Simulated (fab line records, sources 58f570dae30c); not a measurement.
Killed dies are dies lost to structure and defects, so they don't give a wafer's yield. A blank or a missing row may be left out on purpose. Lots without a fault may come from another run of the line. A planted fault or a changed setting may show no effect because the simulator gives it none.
Tool commonality check | flow berkeley_cmos170 | 15 lots, 45 wafers sampled

WHY IT WAS OPENED
At UCB170_PLDD_TW_MEAS_11 the reading PLDD_TW is flagged on 3 of 15 lots. Wafers without a fault read 1011, standard deviation 8.5.
Rule: a lot is flagged when every wafer of it that has a number lies more than 4 standard deviations from that mean, or none has a number. The other lots count as sound.

lot  | measured     | on            | PLDD_TW, wafer by wafer | flag
L372 | day 6 01:29  | film_metro-02 | 1159 1150 1156          | FLAGGED
L373 | day 6 01:42  | film_metro-02 | 1020 1024 1021          |
L375 | day 7 01:53  | film_metro-03 | 1005 1007 1004          |
L379 | day 8 03:01  | film_metro-03 | 1145 1147 1147          | FLAGGED
L383 | day 8 12:17  | film_metro-03 | 1146 1154 1145          | FLAGGED
L384 | day 8 12:18  | film_metro-02 | 1023 1022 1024          |
L386 | day 9 04:15  | film_metro-03 | 1014 1016 1013          |
L385 | day 9 04:18  | film_metro-02 | 1021 1018 1022          |
L388 | day 9 14:19  | film_metro-01 | 1000 1003 997           |
L389 | day 10 03:28 | film_metro-02 | 1013 1008 1010          |
L390 | day 10 03:35 | film_metro-03 | 1009 1016 1007          |
L391 | day 10 13:16 | film_metro-01 | 1005 1001 1002          |
L393 | day 10 19:01 | film_metro-01 | 996 997 997             |
L394 | day 11 08:20 | film_metro-03 | 1012 1006 1009          |
L395 | day 11 15:23 | film_metro-01 | 990 994 994             |
The numbers of the flagged lots are 1150 on average: +139 against the usual, or +16 standard deviations.

WHICH TOOL RAN EACH LOT
The record holds 2 process steps before the reading, out of a route of 331 steps. In each cell: the tool, then ch and the chambers that the sampled wafers went through, then the start.
lot  | flag    | UCB170_GATE_STRIP_16                 | UCB170_PLDD_IMPLANT_09
L372 | FLAGGED | plasma_asher-04 ch 0,1, day 5 22:53  | implanter-01 ch 0, day 6 00:49
L373 |         | plasma_asher-02 ch 0,1, day 5 22:56  | implanter-03 ch 0, day 6 01:27
L375 |         | plasma_asher-03 ch 0,1, day 6 23:47  | implanter-01 ch 0, day 7 01:38
L379 | FLAGGED | plasma_asher-04 ch 0,1, day 8 00:11  | implanter-01 ch 0, day 8 02:23
L383 | FLAGGED | plasma_asher-02 ch 0,1, day 8 08:45  | implanter-01 ch 0, day 8 11:43
L384 |         | plasma_asher-04 ch 0,1, day 8 09:10  | implanter-04 ch 0, day 8 12:04
L386 |         | plasma_asher-04 ch 0,1, day 9 01:35  | implanter-03 ch 0, day 9 04:00
L385 |         | plasma_asher-02 ch 0, day 9 01:43    | implanter-01 ch 0, day 9 04:04
L388 |         | plasma_asher-04 ch 0,1, day 9 12:24  | implanter-03 ch 0, day 9 14:04
L389 |         | plasma_asher-04 ch 1, day 10 01:11   | implanter-03 ch 0, day 10 03:14
L390 |         | plasma_asher-03 ch 0,1, day 10 01:33 | implanter-04 ch 0, day 10 03:22
L391 |         | plasma_asher-03 ch 0,1, day 10 10:24 | implanter-03 ch 0, day 10 13:01
L393 |         | plasma_asher-03 ch 0,1, day 10 16:56 | implanter-03 ch 0, day 10 18:46
L394 |         | plasma_asher-04 ch 0,1, day 11 06:28 | implanter-03 ch 0, day 11 08:05
L395 |         | plasma_asher-03 ch 0,1, day 11 12:19 | implanter-03 ch 0, day 11 15:10
What these steps do:
- UCB170_GATE_STRIP_16: strips in O2.
- UCB170_PLDD_IMPLANT_09
- UCB170_PLDD_TW_MEAS_11

FLAGGED OVER TOTAL, TOOL BY TOOL (the gauges that took the reading come last)
step                   | tool            | lots run | flagged | share of the flagged lots | sound lots run after its first flagged lot
UCB170_GATE_STRIP_16   | plasma_asher-02 | 3        | 1       | some                      | 1 (L385)
UCB170_GATE_STRIP_16   | plasma_asher-03 | 5        | 0       | none                      | -
UCB170_GATE_STRIP_16   | plasma_asher-04 | 7        | 2       | some                      | 5 (L384,L386,L388,L389,L394)
UCB170_PLDD_IMPLANT_09 | implanter-01    | 5        | 3       | all                       | 2 (L375,L385)
UCB170_PLDD_IMPLANT_09 | implanter-03    | 8        | 0       | none                      | -
UCB170_PLDD_IMPLANT_09 | implanter-04    | 2        | 0       | none                      | -
UCB170_PLDD_TW_MEAS_11 | film_metro-01   | 4        | 0       | none                      | -
UCB170_PLDD_TW_MEAS_11 | film_metro-02   | 5        | 1       | some                      | 4 (L373,L384,L385,L389)
UCB170_PLDD_TW_MEAS_11 | film_metro-03   | 6        | 2       | some                      | 3 (L386,L390,L394)

WHAT THE TABLE ALLOWS
1 row of the table ran every flagged lot: implanter-01 at UCB170_PLDD_IMPLANT_09.
- implanter-01 at UCB170_PLDD_IMPLANT_09: 3 of its 5 lots flagged. Sound lots ran on it after the first flagged one (L375, L385), which a lasting fault on the whole tool wouldn't allow.
No row of the table ran every flagged lot and no sound lot after the first.

WHAT THE SIMULATOR HAD PUT IN
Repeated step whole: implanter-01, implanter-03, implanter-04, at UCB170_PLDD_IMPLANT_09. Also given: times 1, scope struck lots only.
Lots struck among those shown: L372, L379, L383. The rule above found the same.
